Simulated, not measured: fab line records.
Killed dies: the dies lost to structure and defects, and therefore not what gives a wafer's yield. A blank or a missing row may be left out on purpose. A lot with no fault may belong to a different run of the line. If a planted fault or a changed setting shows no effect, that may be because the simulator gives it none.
Split-lot study + flow berkeley cmos170 + 23 wafers read across 5 lots, on a route 331 steps long

## ABOUT THE SPLIT
At UCB170_BACKSIDE_STRIP_03 (strips in O2), the setting power w was moved away from the recipe's 400 W on 8 of the 23 wafers read, by -10.5% to +3.1%. This setting was run at the recipe's value on the other wafers.

The reading is taken at the split's own step.

## THE READING
oes product au, in a.u., at UCB170_BACKSIDE_STRIP_03 (strips in O2). Typical for fault-free wafers on this fab line: 0.734 a.u., with standard deviation 0.005 a.u.

| wafer  | tool, chamber at the split | power w as run, W | against the recipe | oes product au, a.u. | against lot-mates on the recipe |
|--------|----------------------------|-------------------|--------------------|----------------------|---------------------------------|
| L075.1 | plasma asher-01, 0         | 400               | recipe             | 0.740                | -                               |
| L075.2 | plasma asher-01, 1         | 412.4             | +3.1%              | 0.744                | +0.006                          |
| L075.3 | plasma asher-01, 0         | 400               | recipe             | 0.741                | -                               |
| L075.4 | plasma asher-01, 1         | 400               | recipe             | 0.733                | -                               |
| L075.6 | plasma asher-01, 0         | 412.4             | +3.1%              | 0.739                | +0.001                          |
| L078.3 | plasma asher-02, 0         | 400               | recipe             | 0.734                | -                               |
| L078.4 | plasma asher-02, 1         | 400               | recipe             | 0.733                | -                               |
| L078.6 | plasma asher-02, 0         | 400               | recipe             | 0.742                | -                               |
| L080.1 | plasma asher-03, 1         | 358               | -10.5%             | 0.693                | -0.041                          |
| L080.2 | plasma asher-03, 0         | 358               | -10.5%             | 0.697                | -0.037                          |
| L080.3 | plasma asher-03, 0         | 358               | -10.5%             | 0.684                | -0.049                          |
| L080.5 | plasma asher-03, 1         | 400               | recipe             | 0.732                | -                               |
| L080.6 | plasma asher-03, 0         | 400               | recipe             | 0.735                | -                               |
| L081.1 | plasma asher-02, 0         | 364.8             | -8.8%              | 0.696                | -0.044                          |
| L081.2 | plasma asher-02, 1         | 400               | recipe             | 0.742                | -                               |
| L081.3 | plasma asher-02, 1         | 364.8             | -8.8%              | 0.694                | -0.046                          |
| L081.4 | plasma asher-02, 0         | 364.8             | -8.8%              | 0.702                | -0.038                          |
| L081.6 | plasma asher-02, 0         | 400               | recipe             | 0.737                | -                               |
| L083.1 | plasma asher-03, 1         | 400               | recipe             | 0.735                | -                               |
| L083.2 | plasma asher-03, 0         | 400               | recipe             | 0.742                | -                               |
| L083.4 | plasma asher-03, 1         | 400               | recipe             | 0.741                | -                               |
| L083.5 | plasma asher-03, 1         | 400               | recipe             | 0.736                | -                               |
| L083.6 | plasma asher-03, 0         | 400               | recipe             | 0.724                | -                               |

FIT RESULTS
A straight line over all 23 wafers: oes product au changes by +0.00416 a.u. for each +1% of power w; r = +0.96; the points scatter about the line by 0.0054 a.u.
The same after taking each lot's own level away (the mean of its wafers on the recipe; 23 wafers): +0.0041 a.u. for each +1%; r = +0.96; scatter 0.0057 a.u.
The reading moves by 0.043 a.u. for the largest change in power w, on that fit.
From 0.7335 to 0.7395 a.u.: that is the span of the lots' own levels, equal to 1.2 times the standard deviation above.
Consequently the slope shifts little with the lot-to-lot level, the two slopes agreeing.
Check: for one of the wafers moved furthest among these (-10.5%), held out of the fit, the line's prediction against its lot-mates is -0.0455 a.u. Against them it came out at -0.0405 a.u.
Tool readings at the split's step, against how far the setting was moved: oes product au r = +0.96; strip time to endpoint s r = -1.00.

## THESE WAFERS: OTHER SPLITS
Note: prior to the reading, these wafers also went through further splits. Each is held against what the fit with the lots' levels taken away leaves over:
| other split on the same wafers      | wafers away from the commonest value | r with oes product au (lot level and that fit taken away) |
|-------------------------------------|--------------------------------------|-----------------------------------------------------------|
| UCB170_PWELL_OXIDATION_02 temp c    | 15                                   | +0.28                                                     |
| UCB170_PWELL_COAT_08 spin rpm       | 11                                   | +0.10                                                     |
| UCB170_ACTIVE_COAT_08 resist thk nm | 8                                    | +0.16                                                     |
| UCB170_SACOX_OXIDATION_01 temp c    | 15                                   | -0.27                                                     |
| UCB170_PVT_COAT_01 resist thk nm    | 7                                    | +0.49                                                     |
| UCB170_PVT_STRIP_08 o2 flow sccm    | 3                                    | -0.06                                                     |
| UCB170_GATE_ETCH_15 time s          | 10                                   | -0.02                                                     |
| UCB170_PLDD_IMPLANT_09 energy kev   | 7                                    | +0.14                                                     |
| UCB170_NLDD_PEB_04 peb temp c       | 8                                    | +0.35                                                     |
| UCB170_SPACER_CVD_00 time s         | 9                                    | -0.43                                                     |

## THE WHOLE CHAIN: every reading that the file lists as answering this split, in the file's order
| step                     | what it does | reading                  | change (the file's fit)                   | r (the file's) |
|--------------------------|--------------|--------------------------|-------------------------------------------|----------------|
| UCB170_BACKSIDE_STRIP_03 | strips in O2 | oes product au           | +0.00418 a.u. for each +1% of the setting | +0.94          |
| UCB170_BACKSIDE_STRIP_03 | strips in O2 | strip time to endpoint s | withheld for each +1% of the setting      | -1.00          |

## THE FILE'S OWN FIT
oes product au changes by +0.00418 a.u. for each +1% of power w, r = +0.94.
